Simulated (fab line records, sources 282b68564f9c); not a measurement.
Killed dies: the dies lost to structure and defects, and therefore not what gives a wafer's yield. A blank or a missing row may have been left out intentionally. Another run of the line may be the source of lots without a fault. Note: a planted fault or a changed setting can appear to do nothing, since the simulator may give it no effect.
fab line records	flow rit-cmos
[record] lots = 6	wafers = 18	last-day = 6
route steps=202 shown GATE@89 REOX@98 NLDD@103 PLDD@114 SPACER@125 M1@202
lots with no fault: from the same line, run without faults
start-h: hours from the record's first day to the start of the lot's first wafer shown	wait-h: how many hours have passed since the lot's step before this one	" repeats the value in the row above	L1.1+2: a row that stands for several wafers	- no value present, or no start provided	* or withheld: withheld	< > ~ a bound
route shown NAME@n: a module of which the file shows steps, and the number in the route of the first	usual: the fault-free wafers' mean and standard deviation	same: alike in all rows	chamber/n: place in a boat	sites: readings site by site	_std_site: standard deviation of those values	_edge_site: the outer-site mean with the inner-site mean subtracted	radius-mm: for every site, how far away it sits from the centre of the wafer	mask NAME#n: copy n	behind: the most recent tool/chamber to have shaped the wafer	hold: why the lot went on hold/how many hours it stayed there/how the hold came to an end	device: the n, p or np transistor that did not switch	end of line: tests of these same wafers at the route's end	for a step that has no rows: nothing shown but its recipe	killed: count of dies lost to structure and defects at first sort (not the wafer's yield)	map: per-die view of a wafer (x killed, . not killed, _ where there is no die)
set.NAME: the run value of the setting; set.NAME@STEP: its run value at that earlier step	model.NAME: the simulator's own value behind a step, which no gauge read
lots seen at some steps along the route; tables by step, rows by wafer
services: a tool's chamber out of use, with start hour (start-h, from the record's first day; less than 0 if before it), hours out, and reason
[[steps]]
[step RIT_GATE_EXPOSE_13]
[recipe] mask-id = M6	na = 0.6	source-shape = conventional	sigma-outer = 0.6	target-cd-nm = 150	dose-mj = 380
[step RIT_GATE_PEB_14]
[recipe] resist = NOVOLAK	temp-c = withheld	time-s = withheld
[step RIT_GATE_DEVELOP_15]
[recipe] resist = NOVOLAK	develop-time-s = 50	dev-temp-c = 23
[step RIT_GATE_CD_MEAS_16]
[recipe] target-cd-nm = 150
[usual] cd-nm = 149.6/2.7
lot.wafer	tool	chamber	start-h	wait-h	cd-nm
L399.1	cd-sem-02	-	47.04	-	151.1
L399.3	"	-	"	"	148.1
L399.5	"	-	"	"	150.2
L402.3	cd-sem-01	-	68.99	-	153.0
L402.4	"	-	"	"	154.4
L402.6	"	-	"	"	153.2
L407.3	cd-sem-01	-	91.86	-	146.6
L407.4	"	-	"	"	148.9
L407.5	"	-	"	"	145.3
L408.2	cd-sem-02	-	95.28	-	152.7
L408.4	"	-	"	"	150.9
L408.6	"	-	"	"	150.5
L413.1	cd-sem-01	-	117.02	-	150.9
L413.2	"	-	"	"	152.5
L413.6	"	-	"	"	152.8
L414.3	cd-sem-01	-	122.79	-	151.1
L414.4	"	-	"	"	149.6
L414.5	"	-	"	"	151.7
[step RIT_GATE_OVL_MEAS_17]
[usual] GATE_OVL = 0.4/1.3
lot.wafer	tool	chamber	start-h	wait-h	GATE_OVL[nm]
L399.1	overlay-01	-	47.19	0.1	0.2
L399.3	"	-	"	"	0.7
L399.5	"	-	"	"	0.2
L402.3	overlay-01	-	69.08	0.1	0.5
L402.4	"	-	"	"	-0.2
L402.6	"	-	"	"	-0.2
L407.3	overlay-02	-	91.95	0.1	0.8
L407.4	"	-	"	"	0.8
L407.5	"	-	"	"	0.8
L408.2	overlay-01	-	95.38	0.1	2.1
L408.4	"	-	"	"	2.1
L408.6	"	-	"	"	3.2
L413.1	overlay-02	-	117.14	0.1	1.0
L413.2	"	-	"	"	0.6
L413.6	"	-	"	"	2.3
L414.3	overlay-01	-	122.88	0.1	-0.5
L414.4	"	-	"	"	-0.1
L414.5	"	-	"	"	0.3
[step RIT_GATE_HARDBAKE_18]
[recipe] resist = NOVOLAK	temp-c = 140	time-s = 60
[step RIT_GATE_ETCH_19]
[recipe] chemistry = SF6/CHF3/O2	time-s = 165	SF6_flow_sccm = 30	CHF3_flow_sccm = 30	O2_flow_sccm = 5	target = poly-Si	pressure-mtorr = 40	rf-w = 163	target-depth-a = 3125	over-etch-frac = 0.25	stop-on = SiO2
[usual] drypump-motor-current-A = 6.0/0.45	oes-product-au = 0.842/0.018	throttle-valve-pct = 10.23/0.17
lot.wafer	tool	chamber	start-h	wait-h	drypump-motor-current-A	oes-product-au	rf-hours-counter-h	throttle-valve-pct
L399.1	rie-si-01	0	47.49	0.1	6.1	0.841	110	10.13
L399.3	"	2	"	"	6.4	0.842	101	10.32
L399.5	"	1	"	"	6.5	0.861	-	9.97
L402.3	rie-si-02	3	69.25	0.1	5.5	0.812	106	10.40
L402.4	"	1	"	"	5.8	0.852	115	10.25
L402.6	"	1	"	"	5.8	0.862	-	10.24
L407.3	rie-si-01	0	92.13	0.1	6.1	0.835	111	10.13
L407.4	"	3	"	"	5.6	0.854	110	10.25
L407.5	"	1	"	"	6.5	0.850	-	9.97
L408.2	rie-si-02	3	95.56	0.1	5.5	0.818	106	10.41
L408.4	"	0	"	"	5.3	0.838	48	10.05
L408.6	"	1	"	"	5.8	0.871	-	10.24
L413.1	rie-si-01	1	117.32	0.1	6.5	0.856	2	9.97
L413.2	"	3	"	"	5.7	0.866	110	10.25
L413.6	"	3	"	"	5.7	0.858	-	10.24
L414.3	rie-si-02	0	123.05	0.1	5.4	0.825	48	10.05
L414.4	"	3	"	"	5.5	0.823	106	10.41
L414.5	"	2	"	"	6.6	0.819	-	10.52
[step RIT_GATE_STRIP_20]
[recipe] chemistry = O2	time-s = 180	resist = NOVOLAK	platen-temp-c = withheld	power-w = 500	pressure-mtorr = 4000	o2-flow-sccm = 4000
[usual] drypump-motor-current-A = 5.3/0.4
lot.wafer	tool	chamber	start-h	wait-h	drypump-motor-current-A	rf-hours-counter-h
L399.1	plasma-asher-01	1	47.60	0.1	4.8	42
L399.3	"	0	"	"	5.4	-
L399.5	"	0	"	"	5.4	-
L402.3	plasma-asher-01	0	69.42	0.1	5.4	-
L402.4	"	1	"	"	4.8	-
L402.6	"	1	"	"	4.8	-
L407.3	plasma-asher-03	1	92.29	0.1	5.9	-
L407.4	"	0	"	"	4.9	-
L407.5	"	1	"	"	5.9	-
L408.2	plasma-asher-03	0	95.67	0.1	5.0	47
L408.4	"	0	"	"	4.9	-
L408.6	"	1	"	"	5.9	-
L413.1	plasma-asher-03	0	117.43	0.1	4.9	50
L413.2	"	1	"	"	5.9	50
L413.6	"	1	"	"	5.9	-
L414.3	plasma-asher-01	0	123.22	0.1	5.4	-
L414.4	"	1	"	"	4.8	-
L414.5	"	0	"	"	5.4	-
[step RIT_GATE_CD_MEAS_90]
[recipe] target-cd-nm = 150
[usual] cd-nm = 149.5/2.7
lot.wafer	tool	chamber	start-h	wait-h	cd-nm
L399.1	cd-sem-01	-	47.77	0.1	151.2
L399.3	"	-	"	"	148.3
L399.5	"	-	"	"	149.9
L402.3	cd-sem-02	-	69.58	0.1	152.7
L402.4	"	-	"	"	154.2
L402.6	"	-	"	"	153.1
L407.3	cd-sem-01	-	92.45	0.1	146.2
L407.4	"	-	"	"	148.5
L407.5	"	-	"	"	145.8
L408.2	cd-sem-01	-	95.86	0.1	152.6
L408.4	"	-	"	"	150.4
L408.6	"	-	"	"	150.6
L413.1	cd-sem-02	-	117.61	0.1	151.0
L413.2	"	-	"	"	152.3
L413.6	"	-	"	"	152.2
L414.3	cd-sem-01	-	123.38	0.1	150.5
L414.4	"	-	"	"	150.0
L414.5	"	-	"	"	151.5
[step RIT_REOX_CLEAN_00]
[recipe] chemistry = SC1	mix = 3:3:50	time-s = 600	temp-c = 75
[step RIT_REOX_CLEAN_01]
[recipe] chemistry = dHF	dilution = 50:1	time-s = 30
[step RIT_REOX_CLEAN_02]
[recipe] chemistry = SC2	mix = 3:3:50	time-s = 600	temp-c = 75	dry = n2-spin
[step RIT_REOX_OXIDATION_03]
[recipe] temp-c = 900	ambient = O2	target-thk-a = 252	ox-time-s = 5580
[usual] spike-tc-centre-C = 902.4/1.3	spike-tc-load-C = 925.6/1.5	spike-tc-source-C = 920/4.2	tube-center-temp-C = 900/0.08	tube_center_temp_C_max = 902.3/0.41
lot.wafer	tool	chamber	start-h	wait-h	spike-tc-centre-C	spike-tc-load-C	spike-tc-source-C	tube-center-temp-C	tube_center_temp_C_max	model.SiO2_of_REOX_OXIDATION_03.thk-nm
L399.1	furnace-04	0	48.99	0.7	906.1	926.9	917	899.93	903.2	24.85
L399.3	"	0	"	"	905.8	926.8	914	900.05	902.2	25.3
L399.5	"	0	"	"	902.8	928.4	916	900.08	902.4	25.43
L402.3	furnace-01	0	70.02	0.0	903.6	925.2	923	899.91	902.0	25.29
L402.4	"	0	"	"	902.1	923.1	924	899.93	902.0	25
L402.6	"	0	"	"	903.7	925.2	922	899.98	901.7	25.65
L407.3	furnace-01	0	92.91	0.0	916.8	938.8	940	915.09	917.1	29.48
L407.4	"	0	"	"	917.3	941.0	939	914.91	917.2	29.77
L407.5	"	0	"	"	917.5	939.5	937	914.96	917.0	29.5
L408.2	furnace-01	0	97.40	1.1	917.9	938.8	938	915.07	917.1	29.23
L408.4	"	0	"	"	917.3	939.3	938	915.08	917.1	30.03
L408.6	"	0	"	"	914.4	940.7	939	915.02	917.4	29.38
L413.1	furnace-04	0	118.57	0.5	904.6	927.4	915	900	902.1	24.69
L413.2	"	0	"	"	902.3	928.9	913	900.03	902.8	24.59
L413.6	"	0	"	"	904.7	929.0	912	900.09	901.9	24.9
L414.3	furnace-03	0	123.86	0.0	901.1	926.3	923	899.94	902.2	24.8
L414.4	"	0	"	"	901.3	927.0	922	900.09	902.4	24.66
L414.5	"	0	"	"	901.0	926.5	923	899.98	902.1	24.7
[step RIT_REOX_THK_MEAS_04]
[recipe] reads = SiO2_of_REOX_OXIDATION_03
[usual] REOX_OXIDE_THK = 25.2/0.51
lot.wafer	tool	chamber	start-h	wait-h	REOX_OXIDE_THK[nm]
L399.1	film-metro-01	-	51.54	0.0	24.8
L399.3	"	-	"	"	25.3
L399.5	"	-	"	"	25.4
L402.3	film-metro-04	-	72.59	0.0	25.3
L402.4	"	-	"	"	24.9
L402.6	"	-	"	"	25.6
L407.3	film-metro-02	-	95.48	0.0	29.4
L407.4	"	-	"	"	29.8
L407.5	"	-	"	"	29.5
L408.2	film-metro-04	-	99.96	0.0	29.3
L408.4	"	-	"	"	30.0
L408.6	"	-	"	"	29.4
L413.1	film-metro-04	-	121.12	0.0	24.7
L413.2	"	-	"	"	24.6
L413.6	"	-	"	"	24.9
L414.3	film-metro-01	-	126.43	0.0	24.8
L414.4	"	-	"	"	24.6
L414.5	"	-	"	"	24.7
[step RIT_NLDD_HMDS_00]
[recipe] prime-time-s = 60	prime-temp-c = 140
[step RIT_NLDD_COAT_01]
[recipe] resist = NOVOLAK	spin-rpm = 3250	resist-thk-nm = 1000
[step RIT_NLDD_SOFTBAKE_02]
[recipe] resist = NOVOLAK	temp-c = 90	time-s = 60
[step RIT_NLDD_EXPOSE_03]
[recipe] mask-id = M7	na = 0.57	target-cd-nm = 40700	dose-mj = 250
[step RIT_NLDD_PEB_04]
[recipe] resist = NOVOLAK	temp-c = withheld	time-s = withheld
[step RIT_NLDD_DEVELOP_05]
[recipe] resist = NOVOLAK	develop-time-s = 50	dev-temp-c = 23
[step RIT_NLDD_OVL_MEAS_06]
[usual] NLDD_OVL = 0.2/1.3
lot.wafer	tool	chamber	start-h	wait-h	NLDD_OVL[nm]
L399.1	overlay-02	-	52.61	-	2.1
L399.3	"	-	"	"	2.2
L399.5	"	-	"	"	2.0
L402.3	overlay-01	-	73.62	-	0.5
L402.4	"	-	"	"	1.4
L402.6	"	-	"	"	-1.2
L407.3	overlay-01	-	96.61	-	2.5
L407.4	"	-	"	"	1.1
L407.5	"	-	"	"	0.4
L408.2	overlay-01	-	100.99	-	0.6
L408.4	"	-	"	"	0.3
L408.6	"	-	"	"	0.2
L413.1	overlay-02	-	122.15	-	-0.1
L413.2	"	-	"	"	-2.0
L413.6	"	-	"	"	-1.0
L414.3	overlay-02	-	127.69	-	0.3
L414.4	"	-	"	"	1.2
L414.5	"	-	"	"	0.9
[step RIT_NLDD_HARDBAKE_07]
[recipe] resist = NOVOLAK	temp-c = 138.8	time-s = 60
[step RIT_NLDD_IMPLANT_08]
[recipe] species = P	energy-kev = 20	dose-cm2 = 5e+14	tilt-deg = 7
[step RIT_NLDD_STRIP_09]
[recipe] chemistry = O2	time-s = 180	resist = NOVOLAK	platen-temp-c = withheld	power-w = 500	pressure-mtorr = 4000	o2-flow-sccm = 4000
[usual] drypump-motor-current-A = 5.4/0.48
lot.wafer	tool	chamber	start-h	wait-h	drypump-motor-current-A	rf-hours-counter-h
L399.1	plasma-asher-03	0	52.95	0.1	4.9	44
L399.3	"	0	"	"	4.9	-
L399.5	"	1	"	"	5.9	-
L402.3	plasma-asher-02	0	74.00	0.1	5.9	-
L402.4	"	1	"	"	6.0	-
L402.6	"	1	"	"	6.0	-
L407.3	plasma-asher-02	1	97.00	0.1	6.0	-
L407.4	"	0	"	"	5.9	-
L407.5	"	0	"	"	5.9	-
L408.2	plasma-asher-02	1	101.32	0.1	6.0	46
L408.4	"	0	"	"	5.9	-
L408.6	"	0	"	"	5.9	-
L413.1	plasma-asher-01	1	122.49	0.1	4.8	51
L413.2	"	0	"	"	5.4	51
L413.6	"	0	"	"	5.4	-
L414.3	plasma-asher-03	0	128.13	0.1	4.9	-
L414.4	"	1	"	"	5.9	-
L414.5	"	0	"	"	4.9	-
[step RIT_NLDD_TW_MEAS_10]
[usual] NLDD_TW = 2499/17
lot.wafer	tool	chamber	start-h	wait-h	NLDD_TW
L399.1	film-metro-04	-	53.12	0.1	2517
L399.3	"	-	"	"	2522
L399.5	"	-	"	"	2499
L402.3	film-metro-02	-	74.14	0.1	2446
L402.4	"	-	"	"	2468
L402.6	"	-	"	"	2468
L407.3	film-metro-04	-	97.13	0.1	2509
L407.4	"	-	"	"	2500
L407.5	"	-	"	"	2504
L408.2	film-metro-04	-	101.50	0.1	2512
L408.4	"	-	"	"	2507
L408.6	"	-	"	"	2511
L413.1	film-metro-03	-	122.66	0.1	2529
L413.2	"	-	"	"	2502
L413.6	"	-	"	"	2535
L414.3	film-metro-04	-	128.27	0.1	2530
L414.4	"	-	"	"	2530
L414.5	"	-	"	"	2527
[step RIT_PLDD_HMDS_00]
[recipe] prime-time-s = 60	prime-temp-c = 140
[step RIT_PLDD_COAT_01]
[recipe] resist = NOVOLAK	spin-rpm = 3250	resist-thk-nm = 1000
[step RIT_PLDD_SOFTBAKE_02]
[recipe] resist = NOVOLAK	temp-c = 90	time-s = 60
[step RIT_PLDD_EXPOSE_03]
[recipe] mask-id = M8	na = 0.57	target-cd-nm = 40900	dose-mj = 250
[step RIT_PLDD_PEB_04]
[recipe] resist = NOVOLAK	temp-c = withheld	time-s = withheld
[step RIT_PLDD_DEVELOP_05]
[recipe] resist = NOVOLAK	develop-time-s = 50	dev-temp-c = 23
[step RIT_PLDD_OVL_MEAS_06]
[usual] PLDD_OVL = -0.5/1.4
lot.wafer	tool	chamber	start-h	wait-h	PLDD_OVL[nm]
L399.1	overlay-01	-	54.03	-	0.9
L399.3	"	-	"	"	1.2
L399.5	"	-	"	"	0.4
L402.3	overlay-02	-	75.17	-	1.6
L402.4	"	-	"	"	-0.4
L402.6	"	-	"	"	3.0
L407.3	overlay-02	-	98.05	-	-1.4
L407.4	"	-	"	"	-1.3
L407.5	"	-	"	"	-2.3
L408.2	overlay-02	-	102.53	-	0.4
L408.4	"	-	"	"	-1.0
L408.6	"	-	"	"	-0.3
L413.1	overlay-02	-	123.70	-	-0.4
L413.2	"	-	"	"	0.2
L413.6	"	-	"	"	-0.2
L414.3	overlay-02	-	129.30	-	-2.9
L414.4	"	-	"	"	-4.0
L414.5	"	-	"	"	-2.4
[step RIT_PLDD_HARDBAKE_07]
[recipe] resist = NOVOLAK	temp-c = 140	time-s = 60
[step RIT_PLDD_IMPLANT_08]
[recipe] species = BF2	energy-kev = 20	dose-cm2 = 9e+14	tilt-deg = 7
[step RIT_PLDD_STRIP_09]
[recipe] chemistry = O2	time-s = 180	resist = NOVOLAK	platen-temp-c = withheld	power-w = 500	pressure-mtorr = 4000	o2-flow-sccm = 4000
[usual] drypump-motor-current-A = 5.6/0.31
lot.wafer	tool	chamber	start-h	wait-h	drypump-motor-current-A	rf-hours-counter-h
L399.1	plasma-asher-04	0	54.65	0.1	5.5	22
L399.3	"	1	"	"	5.5	-
L399.5	"	0	"	"	5.5	-
L402.3	plasma-asher-02	1	75.55	0.1	6.0	-
L402.4	"	0	"	"	5.9	-
L402.6	"	0	"	"	5.9	-
L407.3	plasma-asher-02	1	98.43	0.1	6.0	-
L407.4	"	0	"	"	5.9	-
L407.5	"	1	"	"	6.0	-
L408.2	plasma-asher-04	1	102.86	0.1	5.5	26
L408.4	"	1	"	"	5.5	-
L408.6	"	1	"	"	5.5	-
L413.1	plasma-asher-01	0	124.04	0.1	5.4	52
L413.2	"	1	"	"	4.8	52
L413.6	"	1	"	"	4.8	-
L414.3	plasma-asher-02	1	129.68	0.1	6.0	-
L414.4	"	0	"	"	5.9	-
L414.5	"	1	"	"	6.0	-
[step RIT_PLDD_TW_MEAS_10]
[usual] PLDD_TW = 2354/15
lot.wafer	tool	chamber	start-h	wait-h	PLDD_TW
L399.1	film-metro-04	-	54.83	0.1	2371
L399.3	"	-	"	"	2363
L399.5	"	-	"	"	2362
L402.3	film-metro-03	-	75.69	0.1	2360
L402.4	"	-	"	"	2367
L402.6	"	-	"	"	2361
L407.3	film-metro-04	-	98.57	0.1	2369
L407.4	"	-	"	"	2351
L407.5	"	-	"	"	2363
L408.2	film-metro-03	-	103.05	0.1	2356
L408.4	"	-	"	"	2372
L408.6	"	-	"	"	2365
L413.1	film-metro-02	-	124.21	0.1	2337
L413.2	"	-	"	"	2340
L413.6	"	-	"	"	2338
L414.3	film-metro-04	-	129.82	0.1	2389
L414.4	"	-	"	"	2391
L414.5	"	-	"	"	2376
[step RIT_SPACER_CLEAN_00]
[recipe] chemistry = SC1	mix = 3:3:50	time-s = 600	temp-c = 75
lot.wafer	tool	chamber	start-h	wait-h	model.SiO2_of_REOX_OXIDATION_03.thk-nm
L399.1	wet-bench-04	3	54.89	0.1	22.94
L399.3	"	3	"	"	23.36
L399.5	"	3	"	"	23.47
L402.3	wet-bench-02	0	75.73	0.0	23.39
L402.4	"	0	"	"	23.13
L402.6	"	0	"	"	23.72
L407.3	wet-bench-02	3	98.61	0.0	27.19
L407.4	"	3	"	"	27.46
L407.5	"	3	"	"	27.22
L408.2	wet-bench-01	3	103.10	0.0	26.98
L408.4	"	3	"	"	27.72
L408.6	"	3	"	"	27.11
L413.1	wet-bench-02	0	124.27	0.1	22.78
L413.2	"	0	"	"	22.7
L413.6	"	0	"	"	22.98
L414.3	wet-bench-01	0	129.86	0.0	22.9
L414.4	"	0	"	"	22.77
L414.5	"	0	"	"	22.82
[step RIT_SPACER_CLEAN_01]
[recipe] chemistry = dHF	dilution = 50:1	time-s = 30
[step RIT_M1_PROBE_99]
[usual] killed-at-contacts = 0.0/0.2	killed-at-front-end = 6.6/2.9	killed-dies = 6.6/3	killed-open = 3.4/2	killed-short = 3.2/2
[same] gross-dies = 264	killed_at_M0_to_M3 = 0	killed_at_M4_up = 0	killed-at-back-side = 0	killed-at-other = 0
lot.wafer	tool	chamber	start-h	wait-h	killed-at-contacts	killed-at-front-end	killed-dies	killed-open	killed-short	model.etest.pmos-turned.r-on-ohm-um	model.etest.pmos_0p3.r-on-ohm-um	model.etest.pmos_0p15.r-on-ohm-um	model.etest.pldd.rs-ohm-sq	model.etest.nmos_0p3.r-on-ohm-um	model.etest.nmos_0p15.r-on-ohm-um	model.etest.nmos-turned.drive-ua-um	model.etest.pldd.line-ohm-um
L399.1	prober-01	-	68.85	0.1	0	9	9	3	6	3381	6184	2723	509.3	2095	1108	331.5	162.9
L399.3	prober-01	-	68.95	0.2	0	11	11	4	7	3406	6171	2747	530.9	2131	1144	333.3	165.9
L399.5	prober-01	-	69.05	0.2	0	3	3	2	1	3469	6241	2774	533.5	2139	1142	323.3	167.2
L402.3	prober-01	-	89.39	0.2	0	7	7	4	3	3391	6039	2741	527.2	2081	1110	322.2	165.8
L402.4	prober-01	-	89.44	0.2	0	5	5	5	0	3460	6157	2821	511.2	2142	1172	320.4	158.7
L402.6	prober-01	-	89.54	0.2	1	14	15	10	5	3435	6022	2758	549.8	2092	1119	311.9	169.7
L407.3	prober-02	-	112.38	0.2	0	6	6	2	4	4545	6596	3220	883.6	2217	1220	245.3	282.9
L407.4	prober-02	-	112.43	0.2	0	9	9	6	3	4732	6644	3304	930	2236	1261	231.5	295.8
L407.5	prober-02	-	112.48	0.2	0	5	5	2	3	4474	6559	3164	885.5	2181	1177	245.3	281.1
L408.2	prober-01	-	117.70	0.1	0	2	2	1	1	4371	6592	3162	788.4	2167	1171	250	246.6
L408.4	prober-01	-	117.80	0.2	1	6	7	5	2	4741	6627	3260	878.8	2182	1192	230.5	272.4
L408.6	prober-01	-	117.90	0.2	0	6	6	5	1	4476	6633	3192	809.7	2158	1175	240.9	252.6
L413.1	prober-02	-	137.70	0.1	0	5	5	2	3	3254	5830	2659	503.5	2032	1083	344.4	160.5
L413.2	prober-02	-	137.75	0.1	0	0	0	0	0	3319	5900	2692	498.7	2057	1118	341.2	159.7
L413.6	prober-02	-	137.95	0.2	0	4	4	3	1	3408	6016	2733	516.1	2079	1128	336.3	162.5
L414.3	prober-01	-	143.64	0.2	0	7	7	2	5	3137	5713	2555	476.9	2012	1051	345.7	149.6
L414.4	prober-01	-	143.69	0.2	0	7	7	5	2	3196	5806	2568	475.6	2052	1116	347.9	149.5
L414.5	prober-01	-	143.74	0.2	0	9	9	5	4	3197	5764	2562	471.6	2016	1056	351	148.4
// killed by level:class
L399.1 GATE:geometric-particle:short=3 GATE:geometric-particle:open=2 FOX1:geometric-particle:short=1 REOX:geometric-particle:short=1 SPACER:geometric-particle:open=1 SPACER:geometric-particle:short=1
L399.3 GATE:geometric-particle:open=4 GATE:geometric-particle:short=4 FOX2:geometric-particle:short=1 REOX:geometric-particle:short=1 SPACER:geometric-particle:short=1
L399.5 GATE:geometric-particle:short=1 GATE:geometric-particle:open=1 REOX:geometric-particle:open=1
L402.3 FOX1:geometric-particle:open=1 FOX2:geometric-particle:short=1 GATE:geometric-particle:short=1 GATE:geometric-particle:open=1 REOX:geometric-particle:open=1 SPACER:geometric-particle:open=1 SILICIDE:geometric-particle:short=1
L402.4 GATE:geometric-particle:open=3 FOX1:geometric-particle:open=1 SPACER:geometric-particle:open=1
L402.6 GATE:geometric-particle:open=4 FOX1:geometric-particle:short=2 REOX:geometric-particle:open=2 SPACER:geometric-particle:open=2 SPACER:geometric-particle:short=2 FOX1:geometric-particle:open=1 REOX:geometric-particle:short=1 CONTACT:geometric-particle:open=1
L407.3 GATE:geometric-particle:short=4 GATE:geometric-particle:open=1 SPACER:geometric-particle:open=1
L407.4 GATE:geometric-particle:short=3 GATE:geometric-particle:open=2 FOX2:geometric-particle:open=1 REOX:geometric-particle:open=1 SPACER:geometric-particle:open=1 SILICIDE:geometric-particle:open=1
L407.5 FOX2:geometric-particle:short=2 FOX2:geometric-particle:open=1 GATE:geometric-particle:open=1 SILICIDE:geometric-particle:short=1
L408.2 FOX2:geometric-particle:open=1 REOX:geometric-particle:short=1
L408.4 REOX:geometric-particle:open=2 FOX1:geometric-particle:short=1 SPACER:geometric-particle:open=1 SILICIDE:geometric-particle:short=1 SILICIDE:geometric-particle:open=1 CONTACT:geometric-particle:open=1
L408.6 GATE:geometric-particle:open=2 SILICIDE:geometric-particle:open=2 ACTIVE:geometric-particle:open=1 GATE:geometric-particle:short=1
L413.1 FOX1:geometric-particle:short=1 GATE:geometric-particle:short=1 REOX:geometric-particle:open=1 REOX:geometric-particle:short=1 SPACER:geometric-particle:open=1
L413.6 REOX:geometric-particle:open=2 REOX:geometric-particle:short=1 SPACER:geometric-particle:open=1
L414.3 GATE:geometric-particle:short=4 GATE:geometric-particle:open=1 REOX:geometric-particle:short=1 SILICIDE:geometric-particle:open=1
L414.4 GATE:geometric-particle:open=3 FOX1:geometric-particle:short=1 REOX:geometric-particle:open=1 SILICIDE:geometric-particle:open=1 SILICIDE:geometric-particle:short=1
L414.5 GATE:geometric-particle:open=4 FOX1:geometric-particle:short=2 REOX:geometric-particle:short=1 REOX:geometric-particle:open=1 SILICIDE:geometric-particle:short=1
[[services]]
tool	chamber	start-h	hours	kind
furnace-03	-	27.62	2.6	pm
rie-si-01	0	28.44	3.5	repair
plasma-asher-04	-	33.20	1.2	repair
rie-si-01	-	39.48	0.4	repair
rie-si-02	1	41.26	5.3	repair
plasma-asher-02	-	43.47	2.2	repair
furnace-04	-	63.59	3.1	pm
plasma-asher-03	-	68.20	8.0	repair
plasma-asher-04	-	69.16	10.0	pm
plasma-asher-01	-	90.33	1.3	repair
plasma-asher-04	-	95.39	2.0	repair
plasma-asher-02	-	108.75	9.0	pm
plasma-asher-02	0	108.75	9.0	vent-cycle
plasma-asher-02	1	108.75	9.0	vent-cycle
plasma-asher-02	0	117.75	-	clean
plasma-asher-02	1	117.75	-	clean
[[key]]
[first-sign] step = RIT_REOX_OXIDATION_03	reading = tube-center-temp-C	direction = up	sigmas = 99+	usual = *	struck = *
[effect] step = RIT_REOX_OXIDATION_03	reading = tube_center_temp_C_max	direction = up	sigmas = 37	usual = *	struck = *
[effect] step = RIT_REOX_THK_MEAS_04	reading = REOX_OXIDE_THK	direction = up	sigmas = 8.6	usual = 25.2	struck = 29.6
[model-effect] step = RIT_REOX_OXIDATION_03	value = SiO2_of_REOX_OXIDATION_03.thk-nm	without = 25.43	struck = 29.57
[model-effect] step = RIT_SPACER_CLEAN_00	value = SiO2_of_REOX_OXIDATION_03.thk-nm	without = 23.46	struck = 27.28
[model-effect] step = RIT_M1_PROBE_99	value = etest.pmos-turned.r-on-ohm-um	without = 3337	struck = 4556
met-at RIT_REOX_OXIDATION_03
struck-wafers L407.3,L407.4,L407.5,L408.2,L408.4,L408.6
tester-left-out L407,L408
onset-between 70.02 92.91
[fault] kind = process-parameter-drift	tool = furnace-01	chamber = -	onset-h = 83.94	steps = RIT_REOX_OXIDATION_03	channel = temp-c	offset = *	shape = step	end-h = 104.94	acts-in = *	stated = *
// tester-left-out: of these lots the tester's yield and bins aren't shown, on N5 and GAA mostly nor the transistor test; their killed dies are dies lost to structure and defects alone, not to doping, threshold or leakage, so they don't give the yield
